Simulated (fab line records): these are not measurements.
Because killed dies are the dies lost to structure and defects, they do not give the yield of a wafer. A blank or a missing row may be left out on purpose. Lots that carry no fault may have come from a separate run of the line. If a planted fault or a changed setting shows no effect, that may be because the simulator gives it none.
Comparing a struck lot with a sound one    flow ritCmos    30 out of 202 route steps
Sound: wafers L769.1, L769.2, L769.6. The struck wafers were L774.4, L774.5, L774.6. The cause is given at the end.
At each step with rows: each side's tool, then ch and its chambers, then its first start. Under that, the readings that differ: sound wafers    struck wafers    difference of the means    sigmas: that difference in standard deviations of wafers without a fault.
alike: a reading whose means differ by less than 2 such deviations, as well as words and numbers matching on both sides. not compared: withheld readings; readings where some wafer has no value; bounds like >300 that might hide an equal value; numbers whose values overlap and for which the record gives no deviation.
The two part at a step that has a row with sigmas, a row that says differs or no value, or rows on one side only. Numbers that don't overlap but have no deviation are shown without sigmas and don't part them. A reading that every wafer of one side lacks parts them only if that side has two wafers or more.

RIT_FOX2_THK_MEAS_01:
  sound on filmMetro-02 at day 4 06:55; struck on filmMetro-01 at day 5 07:32
reading              sound        struck       difference  sigmas
FOX2_OXIDE_THK (nm)  341 343 345  358 359 354  +14         +2
then, 2 steps without rows for these wafers: RIT_FOX2_CLEAN_02 (cleans in dHF, time 180 s); RIT_FOX2_WET_ETCH_03 (etches Si3N4 in H3PO4, target depth 195 nm, time 2700 s).
RIT_FOX2_THK_MEAS_90:
  sound on filmMetro-02 at day 4 07:47; struck on filmMetro-02 at day 5 08:25
reading                      sound        struck       difference  sigmas
FIELD_OXIDE_LEFT_1_THK (nm)  314 316 317  330 332 327  +14         +2
then, 6 steps without rows for these wafers: RIT_NWELL_HMDS_00 (prime time 60 s); RIT_NWELL_COAT_01 (resist thk 1300 nm); RIT_NWELL_SOFTBAKE_02 (time 60 s); RIT_NWELL_EXPOSE_03 (exposes mask M2, target cd 43900 nm); RIT_NWELL_PEB_04; RIT_NWELL_DEVELOP_05 (develop time 68 s).
RIT_NWELL_OVL_MEAS_06:
  sound on overlay-02 at day 4 08:52; struck on overlay-01 at day 5 09:28
  alike: NWELL_OVL
then, 1 step without rows for these wafers: RIT_NWELL_HARDBAKE_07 (time 120 s).
RIT_NWELL_IMPLANT_08:
  sound on implanter-03 ch 0, day 4 09:08; struck on implanter-02 ch 0, day 5 09:48
reading      sound                          struck                       difference  sigmas
doseIonsCm2  5.005e+13 5.002e+13 5.005e+13  4.797e+13 4.8e+13 4.801e+13  -2.047e+12  -42
  alike: endStationPressureTorr
RIT_NWELL_STRIP_09: strips in O2, time 180 s.
  sound on plasmaAsher-02 ch 0,1, day 4 09:17; struck on plasmaAsher-03 ch 0,1, day 5 09:56
  alike: drypumpMotorCurrentA
  not compared: rfHoursCounterH
RIT_NWELL_TW_MEAS_10:
  sound on filmMetro-02 at day 4 09:28; struck on filmMetro-04 at day 5 10:05
  alike: NWELL_TW
then, 6 steps without rows for these wafers: RIT_PWELL_HMDS_00 (prime time 60 s); RIT_PWELL_COAT_01 (resist thk 1300 nm); RIT_PWELL_SOFTBAKE_02 (time 60 s); RIT_PWELL_EXPOSE_03 (exposes mask M3, target cd 43700 nm); RIT_PWELL_PEB_04; RIT_PWELL_DEVELOP_05 (develop time 68 s).
RIT_PWELL_OVL_MEAS_06:
  sound on overlay-01 at day 4 10:32; struck on overlay-02 at day 5 11:01
  alike: PWELL_OVL
then, 2 steps without rows for these wafers: RIT_PWELL_HARDBAKE_07 (time 120 s); RIT_PWELL_IMPLANT_08.
RIT_PWELL_STRIP_09: strips in O2, time 180 s.
  sound on plasmaAsher-04 ch 0,1, day 4 10:58; struck on plasmaAsher-04 ch 0,1, day 5 11:29
  alike: drypumpMotorCurrentA
  not compared: rfHoursCounterH
RIT_PWELL_TW_MEAS_10:
  sound on filmMetro-02 at day 4 11:09; struck on filmMetro-03 at day 5 11:38
  alike: PWELL_TW
then, 1 step without rows for these wafers: RIT_WELLDRIVE_ANNEAL_00 (time 14700 s).
RIT_WELLDRIVE_RS_MEAS_01: a four-point-probe measurement.
  sound on filmMetro-03 at day 4 16:17; struck on filmMetro-03 at day 5 16:49
reading            sound              struck             difference  sigmas
NWELL_RS (ohm/sq)  275.0 274.7 274.4  282.2 281.9 281.9  +7.3        +9
RIT_WELLDRIVE_RS_MEAS_02: a four-point-probe measurement.
  sound on filmMetro-03 at day 4 16:25; struck on filmMetro-03 at day 5 16:56
  alike: PWELL_RS
RIT_M1_PROBE_99:
  sound on prober-01 at day 5 21:11; struck on prober-01 at day 6 22:04
reading                              sound              struck             difference  sigmas
model.etest.nwellPinched.rsOhmSq     340 332.4 338.4    349.3 344.2 345.5  +9.4        
model.etest.wellEdgeRight.lineOhmUm  185 182 182.6      187.3 186.8 188.5  +4.3        
model.etest.wellEdgeLeft.lineOhmUm   182.5 182.6 182.8  188.5 189.1 187.9  +5.9        
  alike: killedAtContacts, killedAtFrontEnd, killedDies, killedOpen, killedShort

## WHERE THEY PART
Earliest at RIT_FOX2_THK_MEAS_01; latest, in this record, at RIT_WELLDRIVE_RS_MEAS_01. Later steps at which nothing parts them and some readings are alike: RIT_WELLDRIVE_RS_MEAS_02, RIT_M1_PROBE_99.

WHY: what had been put in by the simulator
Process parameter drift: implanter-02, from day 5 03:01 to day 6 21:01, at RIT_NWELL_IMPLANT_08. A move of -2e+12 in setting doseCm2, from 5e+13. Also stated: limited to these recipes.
